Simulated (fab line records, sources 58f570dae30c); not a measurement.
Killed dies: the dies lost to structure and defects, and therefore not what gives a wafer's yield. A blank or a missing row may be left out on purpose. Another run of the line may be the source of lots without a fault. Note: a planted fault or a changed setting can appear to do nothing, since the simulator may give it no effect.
One fault seen from 2 desks    flow berkeley cmos170    every desk sees just its own numbers, and what lay behind them comes last

THE TOOL OWNER'S DESK: litho track-02
The tool's own readings at UCB170_NLDD_DEVELOP_05 (develop time 45 s): means of the sampled wafers that have a number, for each lot that ran on this tool. The brackets show how far a lot's mean lies from the usual mean; more than 4 standard deviations puts the lot out of limits, marked OUT.
Columns: A = chill plate temp C at UCB170_NLDD_DEVELOP_05, usual 22.99 C
lot   first seen here  A
L139  day 6 09:00      23.08
L140  day 6 10:00      23.09
L142  day 6 23:00      23.02
L144  day 7 14:00      23.06
L145  day 8 02:00      23.03
This desk's finding: nothing out of limits on any of the 5 lots.

METROLOGY DESK
Means of the sampled wafers that have a number, per lot and without regard to the tool the lot ran on: this is what the gauges read. The brackets show how far a lot's mean lies from the usual mean; more than 4 standard deviations puts the lot out of limits, marked OUT.
Columns: A = SCREENOX_OXIDE_THK at UCB170_SCREENOX_THK_MEAS_02, usual 14.37 nm; B = PVT_OVL at UCB170_PVT_OVL_MEAS_06, usual 2 nm; C = cd nm at UCB170_NLDD_CD_MEAS_06, usual 1199.9 nm
lot   first seen here  A      B   C
L139  day 5 06:30      14.30  1   1198.7
L140  day 5 06:34      14.15  3   1201.4
L141  day 5 22:50      14.09  10  1196.9
L142  day 5 22:50      14.36  6   1200.5
L144  day 6 13:54      14.42  4   1186.0 (-8.7) OUT
L146  day 7 01:31      14.42  -3  1200.3
L145  day 7 01:32      14.45  13  1192.0 (-5.0) OUT
L152  day 8 01:46      14.38  12  1199.6
L154  day 8 01:46      14.03  2   1199.9
L153  day 8 05:02      14.17  0   1201.4
L155  day 8 05:02      14.53  8   1198.6
L158  day 9 05:25      14.65  -1  1200.0
L159  day 9 16:22      14.45  -1  1202.3
L160  day 9 16:23      14.51  1   1198.7
This desk finds L144, L145 out of limits, L144 being first, at day 7 14:44 (cd nm at UCB170_NLDD_CD_MEAS_06). In limits: L139, L140, L141, L142, L146, L152, L154, L153, L155, L158, L159, L160.

PUT TOGETHER
At day 7 14:44 the metrology desk could have sounded an alarm, on L144, L145.
The tool owner's desk saw nothing out of limits.
The tool owner's desk has L144, L145 on record, within its limits.
The lots listed all ran UCB170_NLDD_DEVELOP_05 on litho track-02.

WHAT WAS PUT IN BY THE SIMULATOR
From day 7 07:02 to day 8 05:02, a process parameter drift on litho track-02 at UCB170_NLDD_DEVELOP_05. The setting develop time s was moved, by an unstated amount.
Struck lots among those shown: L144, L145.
Time in hours between the start of the fault and the first out-of-limits reading at each desk: metrology desk, 8.
